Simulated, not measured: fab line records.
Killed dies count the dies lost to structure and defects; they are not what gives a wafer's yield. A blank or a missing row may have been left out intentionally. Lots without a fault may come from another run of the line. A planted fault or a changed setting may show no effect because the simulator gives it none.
fab line records -- flow berkeleyCmos170 -- part 2 of 2: steps 29 to 36 of 36
[record] lots = 5, wafers = 15, lastDay = 12
route steps=331 shown V1@260 M2@271 V2@292
lots that met no fault: taken from a fault-free run of the same line
startH: start of the lot's first displayed wafer, in hours after the record's first day -- waitH: hours since the lot's step before -- " identical to the entry in the row above -- L1.1+2: a single row standing in for several wafers -- - no value, or no start was given -- * or withheld: withheld -- < > ~ a bound
route shown NAME@n: NAME is a module with steps in the file, n the number in the route of the first one -- usual: mean/standard deviation taken from wafers without a fault -- same: alike in all rows -- chamber/n: place in a boat -- sites: each site's reading -- _std_site: the values' standard deviation -- _edge_site: the outer-site mean with the inner-site mean subtracted -- radiusMm: how far each site lies from the wafer's centre -- mask NAME#n: copy n -- behind: tool/chamber where the wafer was last shaped -- hold: cause of the lot's hold/its duration in hours/its outcome -- device: whichever transistor did not switch (one of n, p or np) -- end of line: tests run on the same wafers once the route is complete -- a step with no rows: only its recipe -- killed: not the wafer's yield, but the dies lost to structure and defects at the first sort -- map: a wafer's dies, marking killed ones x, the rest . and places with no die _
set.NAME: the setting as run; set.NAME@STEP: as run at that earlier step -- model.NAME: the simulator's own value behind a step, which no gauge read
lots at selected steps of the route; one table per step, one row per wafer
services: from which hour (startH, from the record's first day; less than 0 if before it) a tool's chamber was out of use, for how many hours, and why
[[steps]]
[step UCB170_M2_ETCH_17]
[recipe] chemistry = N2/H2, targetDepthA = withheld, overetchA = withheld, target = BARC, timeS = withheld, sourceW = 500, biasW = 100, pressureMtorr = 30, n2FlowSccm = 100, h2FlowSccm = 200
[usual] drypumpMotorCurrentA = 5.8/0.49, oesProductAu = 0.995/0.016, throttleValvePct = 13.41/0.22
lot.wafer,tool,chamber,startH,waitH,drypumpMotorCurrentA,oesProductAu,throttleValvePct
L078.2,rieDiel-01,1,182.93,0.0,5.1,1.008,13.18
L078.5,rieDiel-01,2,182.93,0.0,5.9,1.000,13.50
L078.6,rieDiel-01,3,182.93,0.0,5.8,0.979,13.71
L083.2,rieDiel-03,2,216.87,0.0,5.5,0.999,13.01
L083.5,rieDiel-03,2,216.87,0.0,5.6,1.011,13.01
L083.6,rieDiel-03,1,216.87,0.0,6.4,0.978,13.60
L088.2,rieDiel-01,3,255.37,0.0,5.8,0.978,13.71
L088.4,rieDiel-01,0,255.37,0.0,4.9,0.999,13.60
L088.5,rieDiel-01,3,255.37,0.0,5.8,0.992,13.71
L093.1,rieDiel-03,3,270.20,0.0,6.6,1.019,13.63
L093.4,rieDiel-03,0,270.20,0.0,5.7,1.005,13.30
L093.6,rieDiel-03,2,270.20,0.0,5.5,1.015,13.01
L095.2,rieDiel-03,2,284.45,0.0,5.5,1.004,13.02
L095.4,rieDiel-03,3,284.45,0.0,6.6,1.007,13.62
L095.5,rieDiel-03,2,284.45,0.0,5.5,1.001,13.00
[step UCB170_M2_METAL_ETCH_18]
[recipe] chemistry = Cl2/BCl3, target = Al, stopOn = SiO2, pressureMtorr = 12, targetDepthA = 11700, overEtchFrac = 0.3, timeS = 195, icpW = 600, biasW = 120, Cl2_flow_sccm = 90, bcl3FlowSccm = 45
[usual] drypumpMotorCurrentA = 5.4/0.46, oesProductAu = 0.861/0.018, throttleValvePct = 24.34/0.17
lot.wafer,tool,chamber,startH,waitH,drypumpMotorCurrentA,oesProductAu,rfHoursCounterH,throttleValvePct
L078.2,rieMetal-04,1,182.97,-,5.4,0.870,9,24.37
L078.5,rieMetal-04,0,182.97,-,5.2,0.882,-,24.39
L078.6,rieMetal-04,1,182.97,-,5.4,0.873,-,24.37
L083.2,rieMetal-03,0,216.91,-,5.5,0.868,8,24.53
L083.5,rieMetal-03,0,216.91,-,5.5,0.861,-,24.53
L083.6,rieMetal-03,1,216.91,-,6.4,0.837,-,24.46
L088.2,rieMetal-04,0,255.41,-,5.2,0.886,11,24.37
L088.4,rieMetal-04,0,255.41,-,5.2,0.890,-,24.37
L088.5,rieMetal-04,0,255.41,-,5.2,0.893,-,24.37
L093.1,rieMetal-04,1,270.24,-,5.4,0.874,11,24.39
L093.4,rieMetal-04,1,270.24,-,5.4,0.873,-,24.37
L093.6,rieMetal-04,1,270.24,-,5.4,0.873,-,24.38
L095.2,rieMetal-02,1,284.50,-,5.1,0.869,2,24.30
L095.4,rieMetal-02,1,284.50,-,5.1,0.868,-,24.28
L095.5,rieMetal-02,0,284.50,-,5.0,0.847,-,24.02
[step UCB170_M2_STRIP_19]
[recipe] chemistry = O2, powerW = 400, pressureMtorr = 3500, platenTempC = withheld, o2FlowSccm = 400, overashFraction = 0.5
[usual] drypumpMotorCurrentA = 5.7/0.41, o2FlowSccm = 400.0/1.2, oesProductAu = 0.544/0.011
lot.wafer,tool,chamber,startH,waitH,drypumpMotorCurrentA,o2FlowSccm,oesProductAu,rfHoursCounterH
L078.2,plasmaAsher-03,1,183.15,0.1,6.3,399.4,0.557,9
L078.5,plasmaAsher-03,0,183.15,0.1,5.9,400.1,0.550,-
L078.6,plasmaAsher-03,1,183.15,0.1,6.3,399.9,0.553,-
L083.2,plasmaAsher-01,0,217.10,0.1,5.8,399.0,0.549,56
L083.5,plasmaAsher-01,0,217.10,0.1,5.9,400.2,0.560,-
L083.6,plasmaAsher-01,1,217.10,0.1,5.2,400.1,0.556,-
L088.2,plasmaAsher-01,0,255.60,0.1,5.8,400.6,0.560,60
L088.4,plasmaAsher-01,1,255.60,0.1,5.2,399.9,0.553,-
L088.5,plasmaAsher-01,1,255.60,0.1,5.2,399.4,0.544,-
L093.1,plasmaAsher-01,0,270.42,0.1,5.8,399.8,0.547,63
L093.4,plasmaAsher-01,0,270.42,0.1,5.8,401.8,0.555,-
L093.6,plasmaAsher-01,0,270.42,0.1,5.8,400.0,0.555,-
L095.2,plasmaAsher-03,0,284.68,0.1,5.9,398.7,0.530,19
L095.4,plasmaAsher-03,0,284.68,0.1,5.9,400.1,0.544,-
L095.5,plasmaAsher-03,1,284.68,0.1,6.3,401.0,0.526,-
[step UCB170_M2_CD_MEAS_90]
[recipe] targetCdNm = 700
[usual] cdNm = 700.4/2.2
lot.wafer,tool,chamber,startH,waitH,cdNm
L078.2,cdSem-01,-,183.27,0.1,697.1
L078.5,cdSem-01,-,183.27,0.1,698.7
L078.6,cdSem-01,-,183.27,0.1,698.2
L083.2,cdSem-01,-,217.22,0.1,703.3
L083.5,cdSem-01,-,217.22,0.1,702.3
L083.6,cdSem-01,-,217.22,0.1,703.5
L088.2,cdSem-01,-,255.72,0.1,700.4
L088.4,cdSem-01,-,255.72,0.1,700.1
L088.5,cdSem-01,-,255.72,0.1,701.8
L093.1,cdSem-01,-,270.52,0.1,699.6
L093.4,cdSem-01,-,270.52,0.1,700.7
L093.6,cdSem-01,-,270.52,0.1,698.2
L095.2,cdSem-02,-,284.80,0.1,697.2
L095.4,cdSem-02,-,284.80,0.1,702.3
L095.5,cdSem-02,-,284.80,0.1,700.1
[step UCB170_V2_CVD_00]
[recipe] material = SiO2, targetThkNm = 2000, tempC = 390, precursor = TEOS/O2, timeS = 250, rfW = 550, pressureMtorr = 9000
[usual] heaterPowerW = 263/59, susceptorTempC = 390.03/0.2
lot.wafer,tool,chamber,startH,waitH,heaterPowerW,sinceWetCleanH,susceptorTempC
L078.2,pecvd-01,0,183.37,0.1,281,155,390.04
L078.5,pecvd-01,1,183.37,0.1,201,-,390.19
L078.6,pecvd-01,2,183.37,0.1,216,-,389.91
L083.2,pecvd-01,1,217.32,0.1,287,189,390.09
L083.5,pecvd-01,0,217.32,0.1,228,-,390.10
L083.6,pecvd-01,1,217.32,0.1,202,-,390.03
L088.2,pecvd-04,2,255.82,0.1,383,106,390.02
L088.4,pecvd-04,2,255.82,0.1,283,-,389.89
L088.5,pecvd-04,1,255.82,0.1,173,-,389.88
L093.1,pecvd-03,0,270.64,0.1,251,14,390.47
L093.4,pecvd-03,0,270.64,0.1,179,-,390.23
L093.6,pecvd-03,2,270.64,0.1,200,-,390.22
L095.2,pecvd-04,0,284.90,0.1,382,135,390.10
L095.4,pecvd-04,1,284.90,0.1,240,-,390.12
L095.5,pecvd-04,2,284.90,0.1,290,-,390.10
[step UCB170_V2_THK_MEAS_01]
[recipe] reads = SiO2_of_V2_CVD_00
[usual] V2_TEOS_THK = 2011/26
lot.wafer,tool,chamber,startH,waitH,V2_TEOS_THK[nm]
L078.2,filmMetro-02,-,183.54,0.1,2042
L078.5,filmMetro-02,-,183.54,0.1,2045
L078.6,filmMetro-02,-,183.54,0.1,2069
L083.2,filmMetro-03,-,217.48,0.1,1992
L083.5,filmMetro-03,-,217.48,0.1,2008
L083.6,filmMetro-03,-,217.48,0.1,2031
L088.2,filmMetro-02,-,255.98,0.1,2015
L088.4,filmMetro-02,-,255.98,0.1,2036
L088.5,filmMetro-02,-,255.98,0.1,2047
L093.1,filmMetro-04,-,270.80,0.1,1967
L093.4,filmMetro-04,-,270.80,0.1,2012
L093.6,filmMetro-04,-,270.80,0.1,2009
L095.2,filmMetro-03,-,285.07,0.1,1991
L095.4,filmMetro-03,-,285.07,0.1,2018
L095.5,filmMetro-03,-,285.07,0.1,2032
[step UCB170_V2_CMP_02]
[recipe] material = SiO2, downForcePsi = 6, platenRpm = 60, padVelocityMS = 0.75398
[usual] headPressurePsi = 6.001/0.013, motorCurrentA = 16.5/1.7
lot.wafer,tool,chamber,startH,waitH,headPressurePsi,motorCurrentA
L078.2,cmp-01,3,183.75,0.2,5.987,19.2
L078.5,cmp-01,2,183.75,0.2,6.009,14.9
L078.6,cmp-01,3,183.75,0.2,6.008,18.3
L083.2,cmp-01,0,217.58,0.1,5.997,14.0
L083.5,cmp-01,3,217.58,0.1,6.023,18.3
L083.6,cmp-01,0,217.58,0.1,5.990,13.8
L088.2,cmp-01,2,256.03,0.0,5.981,16.1
L088.4,cmp-01,3,256.03,0.0,6.008,18.4
L088.5,cmp-01,3,256.03,0.0,5.980,17.5
L093.1,cmp-01,0,270.96,0.1,5.982,13.9
L093.4,cmp-01,1,270.96,0.1,6.026,15.3
L093.6,cmp-01,3,270.96,0.1,5.988,18.2
L095.4,cmp-02,0,285.12,0.0,5.992,17.5
L095.2,cmp-02,3,285.12,0.0,5.996,17.8
L095.5,cmp-02,1,285.12,0.0,6.033,15.6
[step UCB170_V2_BOW_MEAS_03]
[recipe] mode = bow
[usual] V2_BOW = 36/6.8
lot.wafer,tool,chamber,startH,waitH,V2_BOW[um]
L078.2,filmMetro-03,-,184.02,0.2,36
L078.5,filmMetro-03,-,184.02,0.2,38
L078.6,filmMetro-03,-,184.02,0.2,32
L083.2,filmMetro-04,-,217.85,0.2,38
L083.5,filmMetro-04,-,217.85,0.2,46
L083.6,filmMetro-04,-,217.85,0.2,25
L088.2,filmMetro-02,-,256.35,0.3,42
L088.4,filmMetro-02,-,256.35,0.3,44
L088.5,filmMetro-02,-,256.35,0.3,44
L093.1,filmMetro-04,-,271.16,0.1,57
L093.4,filmMetro-04,-,271.16,0.1,35
L093.6,filmMetro-04,-,271.16,0.1,46
L095.2,filmMetro-04,-,285.44,0.1,45
L095.4,filmMetro-04,-,285.44,0.1,38
L095.5,filmMetro-04,-,285.44,0.1,33
[[services]]
tool,chamber,startH,hours,kind
cmp-02,-,168.11,6.8,pm
plasmaAsher-04,-,172.02,0.8,repair
pecvd-03,2,174.37,3.5,repair
pecvd-03,-,178.46,2.1,repair
cmp-02,-,179.90,3.9,repair
cmp-02,-,183.54,0.9,repair
rieDiel-01,3,188.00,1.7,repair
pecvd-04,-,194.63,0.9,repair
krfScanner-02,-,208.14,4.0,pm
krfScanner-01,-,217.40,1.0,pm
rieDiel-01,-,229.87,1.3,repair
krfScanner-01,-,236.18,0.8,pm
krfScanner-02,-,244.40,1.0,pm
cmp-01,-,245.73,6.0,pm
rieDiel-03,1,253.49,6.5,repair
krfScanner-01,-,262.97,4.0,pm
plasmaAsher-03,-,265.49,5.8,repair
pvdSputter-01,-,272.93,6.2,repair
krfScanner-01,-,273.49,1.3,pm
plasmaAsher-01,-,274.83,2.8,repair
pvdSputter-04,-,275.65,2.1,repair
rieDiel-03,0,276.37,4.4,repair
plasmaAsher-01,-,279.22,0.4,repair
krfScanner-02,-,281.66,0.8,pm
